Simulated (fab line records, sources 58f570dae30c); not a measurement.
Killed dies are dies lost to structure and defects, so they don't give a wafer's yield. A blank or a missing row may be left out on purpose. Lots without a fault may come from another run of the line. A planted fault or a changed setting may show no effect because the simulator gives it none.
A struck lot beside a sound one | flow berkeley_cmos170 | 26 steps out of a route of 331
Sound: wafers L667.1, L667.2, L667.4. Struck: wafers L683.1, L683.4, L683.5. The cause comes at the end.
At each step with rows: each side's tool, then ch and its chambers, then its first start. Under that, the readings that differ: sound wafers | struck wafers | difference of the means | sigmas: that difference in standard deviations of wafers without a fault.
alike: readings whose means differ by less than 2 such deviations, and words and numbers that are the same on both sides. not compared: withheld readings, readings that some wafer has no value for, bounds like >300 that may hide the same value, and numbers for which the record gives no deviation and whose values overlap.
The two part at a step that has a row with sigmas, a row that says differs or no value, or rows on one side only. Numbers that don't overlap but have no deviation are shown without sigmas and don't part them. A reading that every wafer of one side lacks parts them only if that side has two wafers or more.

first, 3 steps without rows for these wafers: UCB170_M1_EXPOSE_06 (exposes mask METAL1, target cd 700 nm); UCB170_M1_PEB_07; UCB170_M1_DEVELOP_08 (develop time 45 s).
UCB170_M1_CD_MEAS_09: target cd 700 nm.
  sound on cd_sem-02, day 7 02:05; struck on cd_sem-01, day 10 19:29
  alike: cd_nm
UCB170_M1_OVL_MEAS_10:
  sound on overlay-01, day 7 02:12; struck on overlay-02, day 10 19:36
  alike: M1_OVL
UCB170_M1_ETCH_11: etches BARC in N2/H2.
  sound on rie_diel-01 ch 1,2,3, day 7 02:14; struck on rie_diel-04 ch 0,2,3, day 10 19:38
  alike: drypump_motor_current_A, oes_product_au, throttle_valve_pct
UCB170_M1_METAL_ETCH_12: etches Al in Cl2/BCl3, stops on PSG, target depth 780 nm, time 130 s.
  sound on rie_metal-02 ch 0,1, day 7 02:16; struck on rie_metal-04 ch 1, day 10 19:41
  reading                     | sound       | struck      | difference | sigmas
  drypump_motor_current_A (A) | 6.3 5.7 6.3 | 5.1 5.1 5.1 | -1.0       | -2
  alike: oes_product_au, throttle_valve_pct
  not compared: rf_hours_counter_h
UCB170_M1_STRIP_13: strips in O2.
  sound on plasma_asher-01 ch 0,1, day 7 02:25; struck on plasma_asher-02 ch 0,1, day 10 19:49
  alike: drypump_motor_current_A, oes_product_au
  not compared: rf_hours_counter_h
UCB170_M1_CD_MEAS_90: target cd 700 nm.
  sound on cd_sem-02, day 7 02:31; struck on cd_sem-01, day 10 19:55
  alike: cd_nm
then, 1 step without rows for these wafers: UCB170_M1_ANNEAL_14 (time 1200 s).
UCB170_V1_CVD_00: deposits SiO2 from TEOS/O2, target thk 2000 nm, time 250 s.
  sound on pecvd-04 ch 1,2, day 7 08:56; struck on pecvd-01 ch 0,2, day 11 05:03
  alike: heater_power_w
UCB170_V1_THK_MEAS_01:
  sound on film_metro-03, day 7 09:05; struck on film_metro-04, day 11 05:16
  alike: V1_TEOS_THK
UCB170_V1_CMP_02: polishes SiO2.
  sound on cmp-02 ch 1,2,3, day 7 09:12; struck on cmp-02 ch 0,1,2, day 11 05:23
  reading                             | sound            | struck         | difference | sigmas
  model.SiO2_of_V1_CVD_00.thk_nm (nm) | 999.4 1001 999.2 | 1250 1252 1250 | +251       |
  alike: motor_current_A, slurry_flow_ml_min
UCB170_V1_BOW_MEAS_03:
  sound on film_metro-02, day 7 09:27; struck on film_metro-03, day 11 05:38
  alike: V1_BOW
UCB170_V1_THK_MEAS_04:
  sound on film_metro-02, day 7 09:34; struck on film_metro-03, day 11 05:45
  reading              | sound              | struck               | difference | sigmas
  V1_POLISHED_THK (nm) | 999.7 1000.7 998.1 | 1250.3 1251.5 1250.7 | +251.3     | +99 or more
then, 7 steps without rows for these wafers: UCB170_V1_CLEAN_05 (cleans in DIW); UCB170_V1_HMDS_06 (prime time 60 s); UCB170_V1_COAT_07 (resist thk 900 nm); UCB170_V1_SOFTBAKE_08 (time 60 s); UCB170_V1_EXPOSE_09 (exposes mask VIA1, target cd 700 nm); UCB170_V1_PEB_10; UCB170_V1_DEVELOP_11 (develop time 45 s).
UCB170_V1_CD_MEAS_12: target cd 700 nm.
  sound on cd_sem-01, day 7 10:54; struck on cd_sem-01, day 11 07:01
  alike: cd_nm
UCB170_V1_OVL_MEAS_13:
  sound on overlay-01, day 7 11:01; struck on overlay-01, day 11 07:08
  alike: V1_OVL
UCB170_V1_ETCH_14: etches SiO2 in CHF3/CF4/Ar, stops on Al, target depth 1250 nm, time 291 s.
  sound on rie_diel-01 ch 2,3, day 7 11:04; struck on rie_diel-02 ch 1,3, day 11 07:10
  reading                        | sound             | struck            | difference | sigmas
  oes_product_au (a.u.)          | 0.868 0.870 0.883 | 0.972 0.978 0.995 | +0.108     | +11
  model.etch.depth_nm (nm)       | 999.4 1001 999.2  | 1250 1248 1250    | +249       |
  model.V1.feature_depth_nm (nm) | 999.4 1001 999.2  | 1250 1248 1250    | +249       |
  alike: drypump_motor_current_A, throttle_valve_pct
  not compared: rf_hours_counter_h
UCB170_V1_STRIP_15: strips in O2.
  sound on plasma_asher-04 ch 0,1, day 7 11:14; struck on plasma_asher-03 ch 0, day 11 07:20
  reading                     | sound       | struck      | difference | sigmas
  drypump_motor_current_A (A) | 5.4 6.5 6.5 | 5.2 5.2 5.2 | -0.9       | -2
  alike: oes_product_au, strip_time_to_endpoint_s
  not compared: rf_hours_counter_h

WHERE THEY PART
First at UCB170_M1_METAL_ETCH_12; last, within this record, at UCB170_V1_STRIP_15.

WHY: what the simulator had put in
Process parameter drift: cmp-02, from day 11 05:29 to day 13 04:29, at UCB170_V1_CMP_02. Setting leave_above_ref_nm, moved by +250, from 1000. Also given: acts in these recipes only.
